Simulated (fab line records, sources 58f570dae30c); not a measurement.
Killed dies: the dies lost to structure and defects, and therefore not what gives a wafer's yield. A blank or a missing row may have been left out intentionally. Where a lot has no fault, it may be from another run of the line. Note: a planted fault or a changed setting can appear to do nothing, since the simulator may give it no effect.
fab line records || flow berkeley-cmos170
[record] {"lots": 6, "wafers": 18, "last-day": 12}
route steps=331 shown NWELL@33 PWELL@34
lots with no fault: from the same line, run without faults
start-h: hours from the record's first day to the start of the lot's first wafer shown || wait-h: hours elapsed since this lot's preceding step || " unchanged from the row above || L1.1+2: a single row standing in for several wafers || - no value, or no start given || * or withheld: withheld || < > ~ a bound
route shown NAME@n: NAME is a module with steps in the file, n the number in the route of the first one || usual: average and standard deviation across the fault-free wafers || same: alike in all rows || chamber/n: place in a boat || sites: the reading at each site || _std_site: how widely they spread, as a standard deviation || _edge_site: the outer-site mean with the inner-site mean subtracted || radius-mm: for every site, how far away it sits from the centre of the wafer || mask NAME#n: copy n || behind: the last tool/chamber to shape the wafer || hold: why the lot went on hold/how many hours it stayed there/how the hold came to an end || device: the transistor (n, p or np) that didn't switch || end of line: the route-end tests of the same wafers || where a step has no rows: the recipe by itself || killed: count of dies lost to structure and defects at first sort (not the wafer's yield) || map: per-die view of a wafer (x killed, . not killed, _ where there is no die)
set.NAME: setting as actually run; set.NAME@STEP: the setting as run at that earlier step || model.NAME: the simulator's own value behind a step, which no gauge read
lots at some steps of the route; a table a step, a row a wafer
services: the hour from which a tool's chamber was out of use, counted from the record's first day as start-h (under 0 if before that day), plus the number of hours and why
[[steps]]
[step UCB170_NWELL_WET_ETCH_19]
[recipe] {"chemistry": "BOE", "dilution": "5:1", "target": "SiO2", "temp-c": 25, "time-s": 22}
[step UCB170_PWELL_CLEAN_00]
[recipe] {"chemistry": "SPM", "temp-c": 120, "time-s": 600}
[step UCB170_PWELL_CLEAN_01]
[recipe] {"chemistry": "dHF", "dilution": "25:1", "time-s": 60}
[step UCB170_PWELL_OXIDATION_02]
[recipe] {"temp-c": 1000, "ambient": "O2", "target-thk-a": 264, "ox-time-s": 1260}
[step UCB170_PWELL_THK_MEAS_03]
[recipe] {"reads": "SiO2_of_PWELL_OXIDATION_02"}
[usual] {"PWELL_OXIDE_THK": "26.4/0.53"}
{"lot.wafer": "L363.1", "tool": "film-metro-02", "chamber": "-", "start-h": 47.89, "wait-h": 0.0, "PWELL_OXIDE_THK[nm]": 26.1}
{"lot.wafer": "L363.3", "tool": "film-metro-02", "chamber": "-", "start-h": 47.89, "wait-h": 0.0, "PWELL_OXIDE_THK[nm]": 26.1}
{"lot.wafer": "L363.4", "tool": "film-metro-02", "chamber": "-", "start-h": 47.89, "wait-h": 0.0, "PWELL_OXIDE_THK[nm]": 26.2}
{"lot.wafer": "L370.1", "tool": "film-metro-01", "chamber": "-", "start-h": 90.55, "wait-h": 0.0, "PWELL_OXIDE_THK[nm]": 27.3}
{"lot.wafer": "L370.4", "tool": "film-metro-01", "chamber": "-", "start-h": 90.55, "wait-h": 0.0, "PWELL_OXIDE_THK[nm]": 27.1}
{"lot.wafer": "L370.5", "tool": "film-metro-01", "chamber": "-", "start-h": 90.55, "wait-h": 0.0, "PWELL_OXIDE_THK[nm]": 27.1}
{"lot.wafer": "L377.4", "tool": "film-metro-04", "chamber": "-", "start-h": 126.70, "wait-h": 0.0, "PWELL_OXIDE_THK[nm]": 27.3}
{"lot.wafer": "L377.5", "tool": "film-metro-04", "chamber": "-", "start-h": 126.70, "wait-h": 0.0, "PWELL_OXIDE_THK[nm]": 26.9}
{"lot.wafer": "L377.6", "tool": "film-metro-04", "chamber": "-", "start-h": 126.70, "wait-h": 0.0, "PWELL_OXIDE_THK[nm]": 26.8}
{"lot.wafer": "L380.3", "tool": "film-metro-04", "chamber": "-", "start-h": 126.75, "wait-h": 0.1, "PWELL_OXIDE_THK[nm]": 27.0}
{"lot.wafer": "L380.4", "tool": "film-metro-04", "chamber": "-", "start-h": 126.75, "wait-h": 0.1, "PWELL_OXIDE_THK[nm]": 26.9}
{"lot.wafer": "L380.6", "tool": "film-metro-04", "chamber": "-", "start-h": 126.75, "wait-h": 0.1, "PWELL_OXIDE_THK[nm]": 26.8}
{"lot.wafer": "L382.1", "tool": "film-metro-04", "chamber": "-", "start-h": 139.48, "wait-h": 0.0, "PWELL_OXIDE_THK[nm]": 26.4}
{"lot.wafer": "L382.2", "tool": "film-metro-04", "chamber": "-", "start-h": 139.48, "wait-h": 0.0, "PWELL_OXIDE_THK[nm]": 26.4}
{"lot.wafer": "L382.5", "tool": "film-metro-04", "chamber": "-", "start-h": 139.48, "wait-h": 0.0, "PWELL_OXIDE_THK[nm]": 26.2}
{"lot.wafer": "L383.2", "tool": "film-metro-01", "chamber": "-", "start-h": 139.49, "wait-h": 0.0, "PWELL_OXIDE_THK[nm]": 26.3}
{"lot.wafer": "L383.3", "tool": "film-metro-01", "chamber": "-", "start-h": 139.49, "wait-h": 0.0, "PWELL_OXIDE_THK[nm]": 25.7}
{"lot.wafer": "L383.5", "tool": "film-metro-01", "chamber": "-", "start-h": 139.49, "wait-h": 0.0, "PWELL_OXIDE_THK[nm]": 26.3}
[step UCB170_PWELL_ANNEAL_04]
[recipe] {"temp-c": 1000, "time-s": 900, "ambient": "N2"}
[step UCB170_PWELL_CVD_05]
[recipe] {"material": "Si3N4", "target-thk-nm": 220, "temp-c": 800, "precursor": "SiH2Cl2/NH3", "time-s": 3300, "pressure-mtorr": 200, "sih2cl2-flow-sccm": 25, "nh3-flow-sccm": 75}
[step UCB170_PWELL_THK_MEAS_06]
[recipe] {"reads": "Si3N4_of_PWELL_CVD_05"}
[usual] {"PWELL_NITRIDE_THK": "221.0/1.6"}
{"lot.wafer": "L363.1", "tool": "film-metro-04", "chamber": "-", "start-h": 61.05, "wait-h": 0.0, "PWELL_NITRIDE_THK[nm]": 224.7}
{"lot.wafer": "L363.3", "tool": "film-metro-04", "chamber": "-", "start-h": 61.05, "wait-h": 0.0, "PWELL_NITRIDE_THK[nm]": 224.5}
{"lot.wafer": "L363.4", "tool": "film-metro-04", "chamber": "-", "start-h": 61.05, "wait-h": 0.0, "PWELL_NITRIDE_THK[nm]": 222.8}
{"lot.wafer": "L370.1", "tool": "film-metro-04", "chamber": "-", "start-h": 99.68, "wait-h": 0.0, "PWELL_NITRIDE_THK[nm]": 223.9}
{"lot.wafer": "L370.4", "tool": "film-metro-04", "chamber": "-", "start-h": 99.68, "wait-h": 0.0, "PWELL_NITRIDE_THK[nm]": 223.5}
{"lot.wafer": "L370.5", "tool": "film-metro-04", "chamber": "-", "start-h": 99.68, "wait-h": 0.0, "PWELL_NITRIDE_THK[nm]": 223.6}
{"lot.wafer": "L377.4", "tool": "film-metro-02", "chamber": "-", "start-h": 134.30, "wait-h": 0.0, "PWELL_NITRIDE_THK[nm]": 221.8}
{"lot.wafer": "L377.5", "tool": "film-metro-02", "chamber": "-", "start-h": 134.30, "wait-h": 0.0, "PWELL_NITRIDE_THK[nm]": 220.6}
{"lot.wafer": "L377.6", "tool": "film-metro-02", "chamber": "-", "start-h": 134.30, "wait-h": 0.0, "PWELL_NITRIDE_THK[nm]": 220.9}
{"lot.wafer": "L380.3", "tool": "film-metro-02", "chamber": "-", "start-h": 134.35, "wait-h": 0.1, "PWELL_NITRIDE_THK[nm]": 220.2}
{"lot.wafer": "L380.4", "tool": "film-metro-02", "chamber": "-", "start-h": 134.35, "wait-h": 0.1, "PWELL_NITRIDE_THK[nm]": 219.9}
{"lot.wafer": "L380.6", "tool": "film-metro-02", "chamber": "-", "start-h": 134.35, "wait-h": 0.1, "PWELL_NITRIDE_THK[nm]": 220.8}
{"lot.wafer": "L382.1", "tool": "film-metro-01", "chamber": "-", "start-h": 144.56, "wait-h": 0.0, "PWELL_NITRIDE_THK[nm]": 220.2}
{"lot.wafer": "L382.2", "tool": "film-metro-01", "chamber": "-", "start-h": 144.56, "wait-h": 0.0, "PWELL_NITRIDE_THK[nm]": 220.6}
{"lot.wafer": "L382.5", "tool": "film-metro-01", "chamber": "-", "start-h": 144.56, "wait-h": 0.0, "PWELL_NITRIDE_THK[nm]": 219.7}
{"lot.wafer": "L383.2", "tool": "film-metro-02", "chamber": "-", "start-h": 144.57, "wait-h": 0.0, "PWELL_NITRIDE_THK[nm]": 221.6}
{"lot.wafer": "L383.3", "tool": "film-metro-02", "chamber": "-", "start-h": 144.57, "wait-h": 0.0, "PWELL_NITRIDE_THK[nm]": 222.5}
{"lot.wafer": "L383.5", "tool": "film-metro-02", "chamber": "-", "start-h": 144.57, "wait-h": 0.0, "PWELL_NITRIDE_THK[nm]": 221.1}
[step UCB170_PWELL_HMDS_07]
[recipe] {"prime-time-s": 60, "prime-temp-c": 100}
[step UCB170_PWELL_COAT_08]
[recipe] {"resist": "KrF", "spin-rpm": 1500, "resist-thk-nm": 900}
[step UCB170_PWELL_SOFTBAKE_09]
[recipe] {"resist": "KrF", "temp-c": 130, "time-s": 60}
[step UCB170_PWELL_EXPOSE_10]
[recipe] {"mask-id": "PWELL", "target-cd-nm": 3000, "na": 0.5, "sigma-outer": 0.6, "source-shape": "conventional", "dose-mj": 19}
[step UCB170_PWELL_PEB_11]
[recipe] {"peb-temp-c": 130, "peb-time-s": "withheld", "resist": "KrF"}
[usual] {"heater-power-total-W": "56.80/0.044", "plate-temp-C": "130.02/0.12"}
{"lot.wafer": "L363.1", "tool": "litho-track-01", "chamber": 0, "start-h": 61.86, "wait-h": 0.3, "heater-power-total-W": 56.90, "plate-temp-C": 130.05}
{"lot.wafer": "L363.3", "tool": "litho-track-01", "chamber": 0, "start-h": 61.86, "wait-h": 0.3, "heater-power-total-W": 56.72, "plate-temp-C": 130.42}
{"lot.wafer": "L363.4", "tool": "litho-track-01", "chamber": 0, "start-h": 61.86, "wait-h": 0.3, "heater-power-total-W": 56.78, "plate-temp-C": 130.04}
{"lot.wafer": "L370.1", "tool": "litho-track-02", "chamber": 0, "start-h": 101.20, "wait-h": 0.2, "heater-power-total-W": 56.83, "plate-temp-C": 130.07}
{"lot.wafer": "L370.4", "tool": "litho-track-02", "chamber": 0, "start-h": 101.20, "wait-h": 0.2, "heater-power-total-W": 56.88, "plate-temp-C": 129.91}
{"lot.wafer": "L370.5", "tool": "litho-track-02", "chamber": 0, "start-h": 101.20, "wait-h": 0.2, "heater-power-total-W": 56.80, "plate-temp-C": 129.86}
{"lot.wafer": "L377.4", "tool": "litho-track-01", "chamber": 0, "start-h": 135.76, "wait-h": 0.7, "heater-power-total-W": 59.15, "plate-temp-C": 134.09}
{"lot.wafer": "L377.5", "tool": "litho-track-01", "chamber": 0, "start-h": 135.76, "wait-h": 0.7, "heater-power-total-W": 59.06, "plate-temp-C": 134.17}
{"lot.wafer": "L377.6", "tool": "litho-track-01", "chamber": 0, "start-h": 135.76, "wait-h": 0.7, "heater-power-total-W": 59.18, "plate-temp-C": 134.10}
{"lot.wafer": "L380.3", "tool": "litho-track-01", "chamber": 0, "start-h": 136.01, "wait-h": 0.5, "heater-power-total-W": 59.06, "plate-temp-C": 133.86}
{"lot.wafer": "L380.4", "tool": "litho-track-01", "chamber": 0, "start-h": 136.01, "wait-h": 0.5, "heater-power-total-W": 59.00, "plate-temp-C": 134.18}
{"lot.wafer": "L380.6", "tool": "litho-track-01", "chamber": 0, "start-h": 136.01, "wait-h": 0.5, "heater-power-total-W": 59.10, "plate-temp-C": 134.19}
{"lot.wafer": "L382.1", "tool": "litho-track-03", "chamber": 0, "start-h": 147, "wait-h": "-", "heater-power-total-W": 56.84, "plate-temp-C": 129.80}
{"lot.wafer": "L382.2", "tool": "litho-track-03", "chamber": 0, "start-h": 147, "wait-h": "-", "heater-power-total-W": 56.73, "plate-temp-C": 129.83}
{"lot.wafer": "L382.5", "tool": "litho-track-03", "chamber": 0, "start-h": 147, "wait-h": "-", "heater-power-total-W": 56.80, "plate-temp-C": 129.88}
{"lot.wafer": "L383.2", "tool": "litho-track-02", "chamber": 0, "start-h": 147, "wait-h": "-", "heater-power-total-W": 56.79, "plate-temp-C": 130.01}
{"lot.wafer": "L383.3", "tool": "litho-track-02", "chamber": 0, "start-h": 147, "wait-h": "-", "heater-power-total-W": 56.83, "plate-temp-C": 130.11}
{"lot.wafer": "L383.5", "tool": "litho-track-02", "chamber": 0, "start-h": 147, "wait-h": "-", "heater-power-total-W": 56.83, "plate-temp-C": 129.98}
[step UCB170_PWELL_DEVELOP_12]
[recipe] {"developer": "TMAH", "develop-time-s": 45, "resist": "KrF", "dev-temp-c": 21}
[step UCB170_PWELL_OVL_MEAS_13]
[usual] {"PWELL_OVL": "-2/5.5"}
{"lot.wafer": "L363.1", "tool": "overlay-01", "chamber": "-", "start-h": 62.13, "wait-h": "-", "PWELL_OVL[nm]": -8}
{"lot.wafer": "L363.3", "tool": "overlay-01", "chamber": "-", "start-h": 62.13, "wait-h": "-", "PWELL_OVL[nm]": -6}
{"lot.wafer": "L363.4", "tool": "overlay-01", "chamber": "-", "start-h": 62.13, "wait-h": "-", "PWELL_OVL[nm]": -9}
{"lot.wafer": "L370.1", "tool": "overlay-01", "chamber": "-", "start-h": 101.47, "wait-h": "-", "PWELL_OVL[nm]": -5}
{"lot.wafer": "L370.4", "tool": "overlay-01", "chamber": "-", "start-h": 101.47, "wait-h": "-", "PWELL_OVL[nm]": -5}
{"lot.wafer": "L370.5", "tool": "overlay-01", "chamber": "-", "start-h": 101.47, "wait-h": "-", "PWELL_OVL[nm]": -1}
{"lot.wafer": "L377.4", "tool": "overlay-02", "chamber": "-", "start-h": 135.97, "wait-h": "-", "PWELL_OVL[nm]": -3}
{"lot.wafer": "L377.5", "tool": "overlay-02", "chamber": "-", "start-h": 135.97, "wait-h": "-", "PWELL_OVL[nm]": -5}
{"lot.wafer": "L377.6", "tool": "overlay-02", "chamber": "-", "start-h": 135.97, "wait-h": "-", "PWELL_OVL[nm]": -6}
{"lot.wafer": "L380.3", "tool": "overlay-02", "chamber": "-", "start-h": 136.24, "wait-h": "-", "PWELL_OVL[nm]": 4}
{"lot.wafer": "L380.4", "tool": "overlay-02", "chamber": "-", "start-h": 136.24, "wait-h": "-", "PWELL_OVL[nm]": 5}
{"lot.wafer": "L380.6", "tool": "overlay-02", "chamber": "-", "start-h": 136.24, "wait-h": "-", "PWELL_OVL[nm]": -3}
{"lot.wafer": "L382.1", "tool": "overlay-01", "chamber": "-", "start-h": 147.64, "wait-h": "-", "PWELL_OVL[nm]": 0}
{"lot.wafer": "L382.2", "tool": "overlay-01", "chamber": "-", "start-h": 147.64, "wait-h": "-", "PWELL_OVL[nm]": -3}
{"lot.wafer": "L382.5", "tool": "overlay-01", "chamber": "-", "start-h": 147.64, "wait-h": "-", "PWELL_OVL[nm]": -10}
{"lot.wafer": "L383.2", "tool": "overlay-02", "chamber": "-", "start-h": 147.65, "wait-h": "-", "PWELL_OVL[nm]": -2}
{"lot.wafer": "L383.3", "tool": "overlay-02", "chamber": "-", "start-h": 147.65, "wait-h": "-", "PWELL_OVL[nm]": 0}
{"lot.wafer": "L383.5", "tool": "overlay-02", "chamber": "-", "start-h": 147.65, "wait-h": "-", "PWELL_OVL[nm]": 3}
[step UCB170_PWELL_ETCH_14]
[recipe] {"chemistry": "CH3F/Ar/O2", "target": "Si3N4", "stop-on": "SiO2", "CH3F_flow_sccm": 20, "Ar_flow_sccm": 50, "O2_flow_sccm": 7, "pressure-mtorr": 50, "rf-w": 450, "target-depth-a": 2420, "over-etch-frac": 0.1, "time-s": 151}
[usual] {"drypump-motor-current-A": "5.5/0.59", "oes-product-au": "0.943/0.019", "throttle-valve-pct": "8.07/0.13"}
{"lot.wafer": "L363.1", "tool": "rie-diel-03", "chamber": 2, "start-h": 62.17, "wait-h": 0.0, "drypump-motor-current-A": 6.3, "oes-product-au": 0.946, "rf-hours-counter-h": 95, "throttle-valve-pct": 7.93, "model.PWELL.cd-nm": 2999}
{"lot.wafer": "L363.3", "tool": "rie-diel-03", "chamber": 3, "start-h": 62.17, "wait-h": 0.0, "drypump-motor-current-A": 4.7, "oes-product-au": 0.967, "rf-hours-counter-h": 45, "throttle-valve-pct": 8.23, "model.PWELL.cd-nm": 3000}
{"lot.wafer": "L363.4", "tool": "rie-diel-03", "chamber": 1, "start-h": 62.17, "wait-h": 0.0, "drypump-motor-current-A": 6.4, "oes-product-au": 0.960, "rf-hours-counter-h": 12, "throttle-valve-pct": 8.03, "model.PWELL.cd-nm": 3000}
{"lot.wafer": "L370.1", "tool": "rie-diel-04", "chamber": 0, "start-h": 101.51, "wait-h": 0.0, "drypump-motor-current-A": 5.0, "oes-product-au": 0.943, "rf-hours-counter-h": 143, "throttle-valve-pct": 8.06, "model.PWELL.cd-nm": 3000}
{"lot.wafer": "L370.4", "tool": "rie-diel-04", "chamber": 1, "start-h": 101.51, "wait-h": 0.0, "drypump-motor-current-A": 5.2, "oes-product-au": 0.931, "rf-hours-counter-h": 100, "throttle-valve-pct": 8.07, "model.PWELL.cd-nm": 2999}
{"lot.wafer": "L370.5", "tool": "rie-diel-04", "chamber": 3, "start-h": 101.51, "wait-h": 0.0, "drypump-motor-current-A": 5.2, "oes-product-au": 0.917, "rf-hours-counter-h": "-", "throttle-valve-pct": 8.15, "model.PWELL.cd-nm": 2999}
{"lot.wafer": "L377.4", "tool": "rie-diel-03", "chamber": 3, "start-h": 135.99, "wait-h": 0.0, "drypump-motor-current-A": 4.7, "oes-product-au": 0.957, "rf-hours-counter-h": 48, "throttle-valve-pct": 8.24, "model.PWELL.cd-nm": 3022}
{"lot.wafer": "L377.5", "tool": "rie-diel-03", "chamber": 0, "start-h": 135.99, "wait-h": 0.0, "drypump-motor-current-A": 5.5, "oes-product-au": 0.959, "rf-hours-counter-h": "-", "throttle-valve-pct": 8.06, "model.PWELL.cd-nm": 3021}
{"lot.wafer": "L377.6", "tool": "rie-diel-03", "chamber": 1, "start-h": 135.99, "wait-h": 0.0, "drypump-motor-current-A": 6.4, "oes-product-au": 0.960, "rf-hours-counter-h": "-", "throttle-valve-pct": 8.04, "model.PWELL.cd-nm": 3022}
{"lot.wafer": "L380.3", "tool": "rie-diel-01", "chamber": 1, "start-h": 136.27, "wait-h": 0.0, "drypump-motor-current-A": 4.9, "oes-product-au": 0.926, "rf-hours-counter-h": 132, "throttle-valve-pct": 8.03, "model.PWELL.cd-nm": 3024}
{"lot.wafer": "L380.4", "tool": "rie-diel-01", "chamber": 3, "start-h": 136.27, "wait-h": 0.0, "drypump-motor-current-A": 5.1, "oes-product-au": 0.936, "rf-hours-counter-h": 5, "throttle-valve-pct": 8.31, "model.PWELL.cd-nm": 3023}
{"lot.wafer": "L380.6", "tool": "rie-diel-01", "chamber": 0, "start-h": 136.27, "wait-h": 0.0, "drypump-motor-current-A": 6.4, "oes-product-au": 0.949, "rf-hours-counter-h": "-", "throttle-valve-pct": 7.83, "model.PWELL.cd-nm": 3023}
{"lot.wafer": "L382.1", "tool": "rie-diel-01", "chamber": 3, "start-h": 147.68, "wait-h": 0.0, "drypump-motor-current-A": 5.1, "oes-product-au": 0.942, "rf-hours-counter-h": 6, "throttle-valve-pct": 8.31, "model.PWELL.cd-nm": 3001}
{"lot.wafer": "L382.2", "tool": "rie-diel-01", "chamber": 1, "start-h": 147.68, "wait-h": 0.0, "drypump-motor-current-A": 4.9, "oes-product-au": 0.929, "rf-hours-counter-h": 133, "throttle-valve-pct": 8.02, "model.PWELL.cd-nm": 3001}
{"lot.wafer": "L382.5", "tool": "rie-diel-01", "chamber": 3, "start-h": 147.68, "wait-h": 0.0, "drypump-motor-current-A": 5.1, "oes-product-au": 0.942, "rf-hours-counter-h": "-", "throttle-valve-pct": 8.30, "model.PWELL.cd-nm": 3000}
{"lot.wafer": "L383.2", "tool": "rie-diel-04", "chamber": 2, "start-h": 147.68, "wait-h": 0.0, "drypump-motor-current-A": 5.0, "oes-product-au": 0.916, "rf-hours-counter-h": 132, "throttle-valve-pct": 8.00, "model.PWELL.cd-nm": "-"}
{"lot.wafer": "L383.3", "tool": "rie-diel-04", "chamber": 3, "start-h": 147.68, "wait-h": 0.0, "drypump-motor-current-A": 5.3, "oes-product-au": 0.924, "rf-hours-counter-h": 24, "throttle-valve-pct": 8.16, "model.PWELL.cd-nm": 3000}
{"lot.wafer": "L383.5", "tool": "rie-diel-04", "chamber": 0, "start-h": 147.68, "wait-h": 0.0, "drypump-motor-current-A": 5.0, "oes-product-au": 0.947, "rf-hours-counter-h": "-", "throttle-valve-pct": 8.06, "model.PWELL.cd-nm": 3000}
[step UCB170_PWELL_IMPLANT_15]
[recipe] {"species": "B", "dose-cm2": 5e+12, "energy-kev": 60, "tilt-deg": 7}
[[services]]
{"tool": "rie-diel-04", "chamber": 2, "start-h": 41.54, "hours": 4.5, "kind": "repair"}
{"tool": "rie-diel-01", "chamber": 2, "start-h": 42.67, "hours": 10.4, "kind": "repair"}
{"tool": "rie-diel-04", "chamber": "-", "start-h": 48.54, "hours": 1.0, "kind": "repair"}
{"tool": "rie-diel-04", "chamber": "-", "start-h": 55.77, "hours": 28.1, "kind": "pm"}
{"tool": "rie-diel-01", "chamber": 3, "start-h": 59.84, "hours": 3.4, "kind": "repair"}
{"tool": "rie-diel-04", "chamber": 3, "start-h": 126.01, "hours": 3.8, "kind": "repair"}
{"tool": "rie-diel-01", "chamber": "-", "start-h": 138.07, "hours": 2.8, "kind": "pm"}
{"tool": "rie-diel-04", "chamber": 3, "start-h": 140.77, "hours": 1.6, "kind": "repair"}
[[key]]
[first-sign] {"step": "UCB170_PWELL_PEB_11", "reading": "heater-power-total-W", "direction": "up", "sigmas": 52, "usual": 56.80, "struck": 59.09}
[effect] {"step": "UCB170_PWELL_PEB_11", "reading": "plate-temp-C", "direction": "up", "sigmas": 33, "usual": "*", "struck": "*"}
[model-effect] {"step": "UCB170_PWELL_ETCH_14", "value": "PWELL.cd-nm", "without": 3000, "struck": 3023}
met-at UCB170_PWELL_PEB_11
struck-wafers L377.4,L377.5,L377.6,L380.3,L380.4,L380.6
tester-left-out L377,L380
onset-between 61.86 135.76
[fault] {"kind": "process-parameter-drift", "tool": "litho-track-01", "chamber": "-", "onset-h": 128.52, "steps": "UCB170_PWELL_PEB_11", "channel": "peb-temp-c", "offset": "*", "shape": "step", "end-h": 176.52, "acts-in": "*", "stated": "*"}
// tester-left-out: of these lots the tester's yield and bins aren't shown, on N5 and GAA mostly nor the transistor test; their killed dies are dies lost to structure and defects alone, not to doping, threshold or leakage, so they don't give the yield
